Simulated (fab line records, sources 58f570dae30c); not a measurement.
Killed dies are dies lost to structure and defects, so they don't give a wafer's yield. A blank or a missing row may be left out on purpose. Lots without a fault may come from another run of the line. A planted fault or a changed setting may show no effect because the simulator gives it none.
Chamber matching | flow berkeley_cmos170 | UCB170_GATE_ETCH_15 on rie_si-02: 4 sister chambers
The step etches poly-Si in HBr/Cl2, stops on SiO2, time 56.3 s, target depth 278.2 nm. 15 wafers are shown with their chamber, then 7 later ones without.

WAFERS WITH THEIR CHAMBER
wafer  | chamber | drypump_motor_current_A (A) | throttle_valve_pct (%) | oes_product_au (a.u.)
L582.3 | 2       | 6.7                         | 26.26                  | 0.824
L582.4 | 1       | 4.7                         | 26.24                  | 0.829
L582.5 | 1       | 4.8                         | 26.27                  | 0.824
L588.1 | 0       | 6.2                         | 26.27                  | 0.845
L588.3 | 3       | 5.6                         | 26.57                  | 0.843
L588.6 | 3       | 5.6                         | 26.53                  | 0.836
L589.2 | 0       | 6.2                         | 26.26                  | 0.837
L589.4 | 1       | 4.8                         | 26.25                  | 0.834
L589.6 | 2       | 6.8                         | 26.25                  | 0.815
L591.1 | 1       | 4.7                         | 26.25                  | 0.828
L591.3 | 3       | 5.6                         | 26.55                  | 0.849
L591.6 | 3       | 5.6                         | 26.55                  | 0.838
L590.2 | 3       | 5.6                         | 26.56                  | 0.837
L590.3 | 2       | 6.7                         | 26.27                  | 0.833
L590.6 | 2       | 6.7                         | 26.27                  | 0.834

SIGNATURES (means of the wafers above)
reading                 | chamber 0 | chamber 1 | chamber 2 | chamber 3 | scatter within a chamber
drypump_motor_current_A | 6.200     | 4.750     | 6.725     | 5.600     | 0.0399
throttle_valve_pct      | 26.2650   | 26.2525   | 26.2625   | 26.5520   | 0.0124
oes_product_au          | 0.84100   | 0.82875   | 0.82650   | 0.84060   | 0.0063
Rule: a wafer's distance from a chamber is the root of the sum, over the readings, of the square of ((its reading less the chamber's mean) divided by the reading's scatter). The wafer belongs to the nearest chamber; if the next one is less than 2 further off, it can't be placed. The scatter: the root of (the sum of the squares of (reading less its chamber's mean) over the shown wafers, divided by (wafers less chambers)).

WAFERS WITHOUT THEIR CHAMBER
wafer  | drypump_motor_current_A (A) | throttle_valve_pct (%) | oes_product_au (a.u.)
L594.2 | 6.2                         | 26.25                  | 0.837
L594.4 | 5.6                         | 26.55                  | 0.828
L594.6 | 4.8                         | 26.25                  | 0.812
L595.2 | 5.6                         | 26.56                  | 0.849
L595.3 | 4.8                         | 26.25                  | 0.828
L595.6 | 4.8                         | 26.26                  | 0.842
L597.2 | 4.8                         | 26.25                  | 0.877

WHICH CHAMBER EACH WENT THROUGH
wafer  | from the rows above | in truth
L594.2 | 0                   | 0
L594.4 | 3                   | 3
L594.6 | 1                   | 1
L595.2 | 3                   | 3
L595.3 | 1                   | 1
L595.6 | 1                   | 1
L597.2 | 1                   | 1
Placed correctly: 7 of 7. Can't be placed from these rows: 0. Placed wrongly: 0.
